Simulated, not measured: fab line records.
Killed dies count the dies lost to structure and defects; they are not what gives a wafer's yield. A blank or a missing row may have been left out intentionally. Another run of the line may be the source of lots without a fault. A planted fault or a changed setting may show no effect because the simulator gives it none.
Comparing a struck lot with a sound one ; flow berkeleyCmos170 ; 15 out of 331 route steps
Sound: the wafers L253.2, L253.5, L253.6. Wafers L263.3, L263.4, L263.5 were the ones struck. The cause comes at the end.
Order at every step that has rows: each side's tool, ch and its chambers, its first start. Under that, the readings that differ: sound wafers ; struck wafers ; difference of the means ; sigmas: that difference in standard deviations of wafers without a fault.
alike: same words and numbers on both sides, and readings whose means sit less than 2 such deviations apart. not compared: any withheld reading, any reading some wafer has no value for, any bound like >300 that may hide the same value, and any number with overlapping values for which the record gives no deviation.
Wherever a step has rows on one side only, a row that says differs or no value, or a row with sigmas, the two part there. Non-overlapping numbers with no deviation appear without sigmas and do not part them. Lack of a reading on every wafer of one side parts them only where that side has two or more wafers.

first, 3 steps without rows for these wafers: UCB170_PWELL_EXPOSE_10 (exposes mask PWELL, target cd 3000 nm); UCB170_PWELL_PEB_11; UCB170_PWELL_DEVELOP_12 (develop time 45 s).
UCB170_PWELL_OVL_MEAS_13:
  sound: overlay-01 at day 4 00:48; struck: overlay-01 at day 6 00:10
  alike: PWELL_OVL
UCB170_PWELL_ETCH_14: etches Si3N4 in CH3F/Ar/O2, stops on SiO2, target depth 242 nm, time 151 s.
  sound on rieDiel-02 ch 0,1,2, day 4 00:50; struck on rieDiel-02 ch 1,2, day 6 00:12
  alike: drypumpMotorCurrentA, oesProductAu, throttleValvePct
  not compared: rfHoursCounterH
after that, 1 step had no rows for these wafers: UCB170_PWELL_IMPLANT_15.
UCB170_PWELL_STRIP_16: strips in O2.
  sound on plasmaAsher-01 ch 0,1, day 4 01:05; struck on plasmaAsher-01 ch 0,1, day 6 00:29
  alike: drypumpMotorCurrentA, oesProductAu, stripTimeToEndpointS
  not compared: rfHoursCounterH
UCB170_PWELL_TW_MEAS_17:
  sound: filmMetro-03 at day 4 01:11; struck: filmMetro-01 at day 6 00:34
  alike: PWELL_TW
then, 4 steps without rows for these wafers: UCB170_PWELL_CLEAN_18 (cleans in SPM, time 600 s); UCB170_PWELL_WET_ETCH_19 (etches Si3N4 in H3PO4, time 14400 s); UCB170_PWELL_WET_ETCH_20 (etches SiO2 in BOE, time 22 s); UCB170_WELLDRIVE_CLEAN_00 (cleans in SPM, time 600 s).
UCB170_WELLDRIVE_OXIDATION_01: target thk 199 nm, ox time 9000 s.
  sound on furnace-02 ch 0, day 4 08:02; struck on furnace-02 ch 0, day 6 08:46
reading;sound;struck;difference;sigmas
spikeTcCentreC (C);1103.3 1100.7 1100.6;1085.6 1086.9 1085.0;-15.7;-12
spikeTcLoadC (C);1128.2 1127.3 1128.4;1112.4 1111.6 1112.7;-15.7;-5
spikeTcSourceC (C);1125.3 1125.9 1123.3;1108.0 1108.5 1108.5;-16.5;-15
model.SiO2_of_WELLDRIVE_OXIDATION_01.thkNm (nm);200.6 204.9 197.3;180.1 174.1 180.5;-22.7;
UCB170_WELLDRIVE_THK_MEAS_02:
  sound: filmMetro-03 at day 4 11:33; struck: filmMetro-03 at day 6 12:17
reading;sound;struck;difference;sigmas
WELLDRIVE_OXIDE_THK (nm);200 205 197;180 174 181;-22;-7
then, 1 step without rows for these wafers: UCB170_WELLDRIVE_ANNEAL_03 (time 900 s).

## WHERE THEY PART
Last at UCB170_WELLDRIVE_THK_MEAS_02 as far as this record goes, first at UCB170_WELLDRIVE_OXIDATION_01.

WHY: whatever the simulator had introduced
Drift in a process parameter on furnace-02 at UCB170_WELLDRIVE_OXIDATION_01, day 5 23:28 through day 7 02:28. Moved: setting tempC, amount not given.
